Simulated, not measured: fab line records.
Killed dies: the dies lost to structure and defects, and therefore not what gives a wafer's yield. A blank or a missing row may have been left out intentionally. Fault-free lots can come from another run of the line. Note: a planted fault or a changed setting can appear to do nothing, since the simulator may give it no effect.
One fault through the eyes of 2 desks | flow rit-cmos | only its own numbers are on each desk; what lay behind them is given at the end

## DESK OF THE TOOL OWNER: rtp-anneal-02
Per lot that ran on this tool, the mean of the sampled wafers carrying a number, from the tool's own readings at RIT_SDANNEAL_RTA_03 (time 5 s). If a lot's mean is further than 4 standard deviations from the usual mean, the lot is out of limits and carries the mark OUT (the distance appears in the brackets).
Columns: A = ramp-up-c-per-s at RIT_SDANNEAL_RTA_03, usual 342.00; B = wafer_temp_C_max at RIT_SDANNEAL_RTA_03, usual 1053.6
lot  | first seen here | A      | B
L466 | day 3 05:46     | 342.03 | 1054.3
L470 | day 4 00:22     | 341.99 | 1054.4
L474 | day 4 21:55     | 341.97 | 1052.0
L476 | day 5 08:34     | 342.00 | 1053.0
L478 | day 5 18:15     | 342.05 | 1053.4
This desk's verdict: no lot among the 5 shows anything out of limits.

## METROLOGY DESK
What the gauges read, lot by lot, whatever tool the lot ran on: means of the sampled wafers that have a number. If a lot's mean is further than 4 standard deviations from the usual mean, the lot is out of limits and carries the mark OUT (the distance appears in the brackets).
Columns: A = NRETRO_OVL at RIT_NRETRO_OVL_MEAS_06, usual -1.1 nm; B = GATE_POLY_THK at RIT_GATE_THK_MEAS_09, usual 249.8 nm; C = PSD_RS at RIT_SDANNEAL_RS_MEAS_04, usual 115.6 ohm/sq; D = NSD_RS at RIT_SDANNEAL_RS_MEAS_05, usual 84.4 ohm/sq; E = PLDD_RS at RIT_SDANNEAL_RS_MEAS_06, usual 178.3 ohm/sq; F = NLDD_RS at RIT_SDANNEAL_RS_MEAS_07, usual 151.5 ohm/sq
lot  | first seen here | A    | B     | C              | D               | E               | F
L466 | day 2 06:52     | -0.9 | 251.2 | 115.6          | 84.1            | 178.1           | 151.0
L467 | day 2 11:40     | -1.2 | 249.1 | 115.7          | 84.3            | 178.6           | 151.5
L469 | day 2 22:01     | -1.4 | 253.7 | 115.4          | 84.4            | 178.3           | 152.4
L470 | day 3 02:56     | -1.9 | 252.2 | 115.5          | 84.0            | 177.7           | 150.7
L473 | day 3 17:13     | -0.3 | 249.9 | 115.6          | 84.8            | 178.1           | 151.7
L474 | day 3 23:23     | -2.5 | 250.1 | 115.1          | 84.7            | 178.0           | 151.4
L475 | day 4 07:16     | -0.3 | 249.0 | 115.6          | 84.7            | 178.3           | 150.9
L476 | day 4 10:34     | -0.3 | 250.3 | 97.5 (-57) OUT | 81.4 (-9.1) OUT | 161.5 (-33) OUT | 148.6 (-5.5) OUT
L478 | day 4 18:36     | 0.2  | 248.6 | 97.5 (-57) OUT | 81.9 (-7.5) OUT | 161.1 (-34) OUT | 148.7 (-5.4) OUT
L485 | day 6 06:11     | -0.2 | 250.5 | 115.9          | 84.0            | 178.1           | 151.7
L486 | day 6 10:49     | 0.7  | 249.0 | 115.9          | 84.8            | 178.7           | 151.8
L487 | day 6 16:29     | -1.1 | 249.3 | 115.4          | 84.0            | 178.1           | 151.2
L489 | day 7 02:47     | 0.8  | 248.4 | 115.8          | 84.5            | 178.4           | 151.6
This desk reports L476, L478 out of limits; the earliest was L476 at day 5 08:38 (PSD_RS at RIT_SDANNEAL_RS_MEAS_04). L466, L467, L469, L470, L473, L474, L475, L485, L486, L487, L489: within limits.

## PUT TOGETHER
L476, L478 would have let the metrology desk raise an alarm at day 5 08:38.
The tool owner's desk saw nothing out of limits.
On record at the tool owner's desk: L476, L478, within its limits.
RIT_SDANNEAL_RTA_03 was run on rtp-anneal-02 by each of the lots named.

## WHAT THE SIMULATOR HAD PUT IN
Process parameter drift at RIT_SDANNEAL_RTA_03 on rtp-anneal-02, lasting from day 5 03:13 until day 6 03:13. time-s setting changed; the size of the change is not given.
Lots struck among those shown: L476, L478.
Hours from the fault's start to each desk's first reading out of limits: the metrology desk, 5.
